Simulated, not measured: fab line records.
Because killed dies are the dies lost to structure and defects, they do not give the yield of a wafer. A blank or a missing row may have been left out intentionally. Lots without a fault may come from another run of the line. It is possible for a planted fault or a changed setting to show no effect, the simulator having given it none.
What tool caused it? + flow ritCmos + Sampling: 7 lots, 21 wafers, 2 of 202 route steps

WHAT EACH GAUGE READ, for each wafer
RIT_NWELL_TW_MEAS_10.
| lot  | measured    | on           | NWELL_TW                      |
|------|-------------|--------------|-------------------------------|
| L434 | day 2 10:04 | filmMetro-03 | 2161 2168 2170                |
| L436 | day 2 14:58 | filmMetro-02 | 2122 2136 2110                |
| L438 | day 2 23:46 | filmMetro-01 | 2159 2170 2162                |
| L440 | day 3 10:50 | filmMetro-03 | 2166 2175 2161                |
| L444 | day 4 09:47 | filmMetro-03 | 2164 2155 2160                |
| L447 | day 4 20:42 | filmMetro-02 | 2106 2114 2120                |
| L453 | day 6 01:42 | filmMetro-03 | 1998 2007 1994 2004 2000 2004 |

WHICH TOOL RAN EACH LOT (tool, then ch and the chambers of the sampled wafers, then the start)
| lot  | RIT_NWELL_IMPLANT_08           |
|------|--------------------------------|
| L434 | implanter-02 ch 0, day 2 09:45 |
| L436 | implanter-03 ch 0, day 2 14:41 |
| L438 | implanter-03 ch 0, day 2 23:26 |
| L440 | implanter-01 ch 0, day 3 10:33 |
| L444 | implanter-02 ch 0, day 4 09:30 |
| L447 | implanter-02 ch 0, day 4 20:22 |
| L453 | implanter-02 ch 0, day 6 01:25 |
- RIT_NWELL_IMPLANT_08

THE ANSWER, worked out from the rows above alone
Rule: usual is defined by the lots themselves. The widest of any qualifying gaps counts: lots, ordered by their means at a reading, are off when they make up no more than a third of the lots, leave a main group of 4 or more, and stand apart from it by 3 or more times the standard deviation of that group's means. The tables above print the reading to a certain number of digits; a main group whose means all agree to those digits is not used. Also off: a lot with no number at a reading for which 4 or more lots have one. All remaining lots with rows at the step are treated as sound.
Off: L453, seen at RIT_NWELL_TW_MEAS_10 (NWELL_TW). Mean 2149 and standard deviation 22 in the main group.
A tool fits if, at a process step before that reading, it ran every lot that is off, and no sound lot after the first of them. The gauges at RIT_NWELL_TW_MEAS_10 are tried like those tools. Undecided on this evidence; 2 tools fit (implanter-02 at RIT_NWELL_IMPLANT_08, filmMetro-03 at RIT_NWELL_TW_MEAS_10).

WHAT HAD BEEN PUT IN BY THE SIMULATOR
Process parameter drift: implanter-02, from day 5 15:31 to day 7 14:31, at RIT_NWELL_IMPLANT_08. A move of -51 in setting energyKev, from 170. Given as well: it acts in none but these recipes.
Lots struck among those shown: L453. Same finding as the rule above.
